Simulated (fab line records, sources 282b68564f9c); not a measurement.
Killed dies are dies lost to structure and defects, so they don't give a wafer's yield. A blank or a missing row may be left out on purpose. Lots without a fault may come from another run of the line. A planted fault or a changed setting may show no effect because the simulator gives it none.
Which tool did it? | flow rit_cmos | 13 lots, 39 wafers sampled, at 3 steps of a route of 202

WHAT THE GAUGES READ, wafer by wafer
RIT_ACTIVE_BOW_MEAS_00. Usual: INCOMING_BOW 0 um, standard deviation 6.2.
lot  | measured    | on            | INCOMING_BOW (um) | flag
L767 | day 1 10:00 | film_metro-02 | 0 6 -3            |
L769 | day 1 20:02 | film_metro-02 | -4 0 13           |
L771 | day 2 06:00 | film_metro-01 | -9 -7 -7          |
L772 | day 2 11:04 | film_metro-02 | -10 2 -2          |
L773 | day 2 16:00 | film_metro-02 | 0 0 0             |
L774 | day 2 21:02 | film_metro-01 | -1 2 -1           |
L776 | day 3 07:00 | film_metro-01 | -1 2 -3           |
L777 | day 3 12:00 | film_metro-02 | 7 5 5             |
L778 | day 3 17:00 | film_metro-02 | 9 -9 -2           |
L785 | day 5 04:00 | film_metro-01 | 1 -1 8            |
L788 | day 5 19:00 | film_metro-02 | -6 1 11           |
L789 | day 6 00:05 | film_metro-01 | 4 1 11            |
L790 | day 6 05:01 | film_metro-02 | -2 -5 -5          |

RIT_PWELL_OVL_MEAS_06. Usual: PWELL_OVL 0.1 nm, standard deviation 1.7.
lot  | measured    | on         | PWELL_OVL (nm) | flag
L767 | day 1 23:17 | overlay-02 | 0.3 0.0 1.6    |
L769 | day 2 12:11 | overlay-01 | 0.5 -1.4 -1.8  |
L771 | day 3 01:35 | overlay-02 | -0.7 -2.3 -2.1 |
L772 | day 3 04:34 | overlay-01 | 2.4 2.3 2.0    |
L773 | day 3 08:46 | overlay-01 | -0.3 -1.0 -2.3 |
L774 | day 3 12:46 | overlay-02 | 1.5 2.3 3.1    |
L776 | day 4 00:08 | overlay-01 | -0.2 1.7 1.5   |
L777 | day 4 05:59 | overlay-02 | -3.2 -3.8 -1.5 |
L778 | day 4 09:31 | overlay-01 | -0.9 1.0 -2.1  |
L785 | day 5 18:58 | overlay-02 | -0.5 -0.3 0.1  |
L788 | day 6 09:31 | overlay-02 | 1.3 0.1 0.3    |
L789 | day 6 14:54 | overlay-02 | 0.1 -0.2 0.2   |
L790 | day 6 19:52 | overlay-02 | 3.8 3.0 3.2    |

WHICH TOOL RAN EACH LOT (tool, then ch and the chambers of the sampled wafers, then the start)
lot  | RIT_NWELL_STRIP_09
L767 | plasma_asher-03 ch 0,1, day 1 22:05
L769 | plasma_asher-01 ch 0,1, day 2 11:04
L771 | plasma_asher-01 ch 0,1, day 3 00:20
L772 | plasma_asher-01 ch 0,1, day 3 03:22
L773 | plasma_asher-04 ch 1, day 3 07:32
L774 | plasma_asher-03 ch 0,1, day 3 11:34
L776 | plasma_asher-01 ch 0,1, day 3 23:02
L777 | plasma_asher-03 ch 0,1, day 4 04:44
L778 | plasma_asher-04 ch 0,1, day 4 08:20
L785 | plasma_asher-03 ch 0,1, day 5 17:43
L788 | plasma_asher-03 ch 0,1, day 6 08:16
L789 | plasma_asher-03 ch 0,1, day 6 13:38
L790 | plasma_asher-04 ch 0, day 6 18:45
- RIT_NWELL_STRIP_09: strips in O2, time 180 s.

WHAT THE TOOLS THEMSELVES READ (means of the sampled wafers that have a number; where no wafer has one, the mark that the record gives instead)
RIT_NWELL_STRIP_09. Usual: drypump_motor_current_A 5.7 A, standard deviation 0.31; run_length_s 208.3 s, standard deviation 0.46.
lot  | tool            | drypump_motor_current_A (A) | run_length_s (s) | flag
L767 | plasma_asher-03 | 5.5                         | 208.5            |
L769 | plasma_asher-01 | 5.8                         | 208.3            |
L771 | plasma_asher-01 | 5.8                         | 208.0            |
L772 | plasma_asher-01 | 5.8                         | 208.1            |
L773 | plasma_asher-04 | 5.7                         | 208.2            |
L774 | plasma_asher-03 | 5.5                         | 208.6            |
L776 | plasma_asher-01 | 5.8                         | 208.1            |
L777 | plasma_asher-03 | 5.6                         | 208.0            |
L778 | plasma_asher-04 | 5.5                         | 208.0            |
L785 | plasma_asher-03 | 5.6                         | 208.0            |
L788 | plasma_asher-03 | 5.5                         | 208.5            |
L789 | plasma_asher-03 | 5.5                         | 208.7            |
L790 | plasma_asher-04 | 5.3                         | 208.0            |

THE ANSWER, worked out from the rows above alone
Rule: a lot is off if the mean of its wafers that have a number lies more than 3 standard deviations from the usual mean. A lot without any number at a reading at which 4 lots or more have one is off too. The other lots that the step has rows for count as sound. The gauges are gone through in route order, then the tools' own readings, and for those a lot's mean is taken as printed above. The first step at which some lot is off is used, and at that step the reading that is off furthest; a lot without a number counts as furthest.
No lot is off at any reading shown: from this, nothing can be told.

WHAT THE SIMULATOR HAD PUT IN
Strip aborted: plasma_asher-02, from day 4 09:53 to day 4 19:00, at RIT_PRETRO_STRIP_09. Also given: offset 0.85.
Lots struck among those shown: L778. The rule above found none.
